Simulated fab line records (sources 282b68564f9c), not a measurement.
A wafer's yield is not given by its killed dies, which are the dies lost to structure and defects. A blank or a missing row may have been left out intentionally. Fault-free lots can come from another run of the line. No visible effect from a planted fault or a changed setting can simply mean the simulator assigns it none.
Problem report, 8D (eight disciplines) form, completed by code :: flow rit-cmos :: the parts of the form that need people (team, actions taken, sign-off) are left out

## 1. THE PROBLEM
At RIT_NSD_COAT_01, spin-speed-rpm averages 3304.4 rpm over 6 wafers from 2 lots, while fault-free wafers read 3249.5 rpm, standard deviation 1.8. That is +30 standard deviations from the usual mean.
The step: resist thk 1000 nm.
First seen on wafer L725.1, day 4 00:08, on litho-track-01. The record has a number at this step for 18 wafers belonging to 6 lots. Rule for "out" (also "out of limits"): further than 4 standard deviations from the usual mean. Any other wafer with a number is counted as sound.

## 2. WHAT THIS IS AND IS NOT
question: which readings at this step
is: spin-speed-rpm
is not: -

question: which lots
is: L725, L728
is not: L721, L724, L732, L737

question: which wafers of those lots
is: all that have a number
is not: -

question: read on which tools
is: litho-track-01
is not: litho-track-02

question: when
is: from day 4 00:08
is not: up to then (6 sound wafers); but 6 sound wafers of L732, L737 came after

## 3. THE SUSPECTS, EACH WITH WHAT RULES IT OUT
Counting: any tool at a process step up to the reading is kept as a suspect provided that every lot that is out went through it and no sound lot did after the first of them.
- litho-track-01 at RIT_NSD_COAT_01 (resist thk 1000 nm): kept. It ran every lot that is out, first L725 (day 4 00:08), and no sound lot after that; its last sound lot up to then is L724 (day 3 18:40). On those wafers its own readings are out: spin-speed-rpm.
After counting, what remains is litho-track-01 at RIT_NSD_COAT_01.

## 4. THE CAUSE (what the simulator had put in)
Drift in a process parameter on litho-track-01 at RIT_NSD_COAT_01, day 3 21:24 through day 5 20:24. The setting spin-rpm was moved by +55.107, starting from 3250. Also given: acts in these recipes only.
The count eliminated every tool but this one.

## 5. THE EFFECT CHAIN, in route order
Each row: a reading where the mean over the struck wafers with a number is more than 3 standard deviations away from the usual. Only readings whose record carries a usual standard deviation are examined. hours: median over the lots of the time between each lot's start at the first step of this table that gives one and its start at this step. sigmas: the change, counted in usual standard deviations.
hours: 0
step: RIT_NSD_COAT_01
reading: spin-speed-rpm
usual: 3249.5 rpm
on struck wafers: 3304.4
change: +54.9
sigmas: +30
It contains these process steps:
- RIT_NSD_COAT_01: resist thk 1000 nm.
Later steps that measure or inspect, where all struck wafers having a row at the step show a number for every such reading and not one has moved that far: RIT_NSD_OVL_MEAS_06.

## 6. WHAT WOULD HAVE CAUGHT IT SOONER
In this record the first reading out of limits was taken at day 4 00:08, 3 hours after the fault began at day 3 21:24.
